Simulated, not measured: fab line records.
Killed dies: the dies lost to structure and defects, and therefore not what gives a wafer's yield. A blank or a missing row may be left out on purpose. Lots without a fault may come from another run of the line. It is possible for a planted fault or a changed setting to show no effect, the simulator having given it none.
One fault seen from 2 desks :: flow berkeley-cmos170 :: every desk sees just its own numbers, and what lay behind them comes last

== DESK OF THE TOOL OWNER: implanter-02 ==
UCB170_PFIELD_IMPLANT_07, tool's own readings: per-lot mean of the sampled wafers with a number, covering each lot this tool ran. If a lot's mean is further than 4 standard deviations from the usual mean, the lot is out of limits and carries the mark OUT (the distance appears in the brackets).
Columns: A = beam-energy-keV at UCB170_PFIELD_IMPLANT_07, usual 80.001
lot: L261
first seen here: day 4 21:10
A: 79.995

lot: L262
first seen here: day 5 05:30
A: 79.998

lot: L269
first seen here: day 6 13:45
A: 79.998

lot: L270
first seen here: day 6 23:26
A: 80.001

lot: L272
first seen here: day 7 06:55
A: 79.997

lot: L275
first seen here: day 7 19:02
A: 64.722 (-99 or more) OUT

lot: L280
first seen here: day 8 18:02
A: 64.745 (-99 or more) OUT
Finding of this desk: L275, L280 out of limits; the first was L275 at day 7 19:02, on beam-energy-keV at UCB170_PFIELD_IMPLANT_07. Within limits: L261, L262, L269, L270, L272.

== METROLOGY DESK ==
Lot by lot, what the gauges showed, no matter which tool ran the lot: averages of those sampled wafers that carry a number. If a lot's mean is further than 4 standard deviations from the usual mean, the lot is out of limits and carries the mark OUT (the distance appears in the brackets).
Columns: A = PWELL_OXIDE_THK at UCB170_PWELL_THK_MEAS_03, usual 26.5 nm; B = PFIELD_TW at UCB170_PFIELD_TW_MEAS_09, usual 601
lot: L258
first seen here: day 2 22:27
A: 26.4
B: 604

lot: L259
first seen here: day 3 04:49
A: 25.8
B: 603

lot: L260
first seen here: day 3 11:08
A: 26.5
B: 605

lot: L261
first seen here: day 3 11:09
A: 25.8
B: 604

lot: L262
first seen here: day 3 16:04
A: 26.4
B: 605

lot: L269
first seen here: day 5 01:49
A: 27.3
B: 598

lot: L270
first seen here: day 5 07:33
A: 25.9
B: 596

lot: L272
first seen here: day 5 16:22
A: 26.0
B: 597

lot: L273
first seen here: day 5 19:37
A: 27.0
B: 602

lot: L274
first seen here: day 6 03:49
A: 26.7
B: 600

lot: L275
first seen here: day 6 03:53
A: 27.3
B: 588

lot: L276
first seen here: day 6 12:47
A: 26.9
B: 599

lot: L280
first seen here: day 7 08:08
A: 25.9
B: 583 (-5.1) OUT

lot: L281
first seen here: day 7 15:04
A: 27.0
B: 599
This desk finds L280 out of limits, with the earliest case on L280 at day 8 18:17 (PFIELD_TW at UCB170_PFIELD_TW_MEAS_09). Within limits: L258, L259, L260, L261, L262, L269, L270, L272, L273, L274, L275, L276, L281.

== BROUGHT TOGETHER ==
On L275, L280, at day 7 19:02, an alarm was possible from the tool owner's desk.
At day 8 18:17 the metrology desk could have sounded an alarm, on L280.
The metrology desk holds a record of L275, inside its limits.
The lots listed all ran UCB170_PFIELD_IMPLANT_07 on implanter-02.

== WHAT WAS PUT IN BY THE SIMULATOR ==
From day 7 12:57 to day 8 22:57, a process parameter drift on implanter-02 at UCB170_PFIELD_IMPLANT_07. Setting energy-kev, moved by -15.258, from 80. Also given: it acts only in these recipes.
Struck lots among those shown: L275, L280.
Delay (hours) between the fault's onset and each desk's first out-of-limits reading: 6 at the tool owner's desk, 29 at the metrology desk.
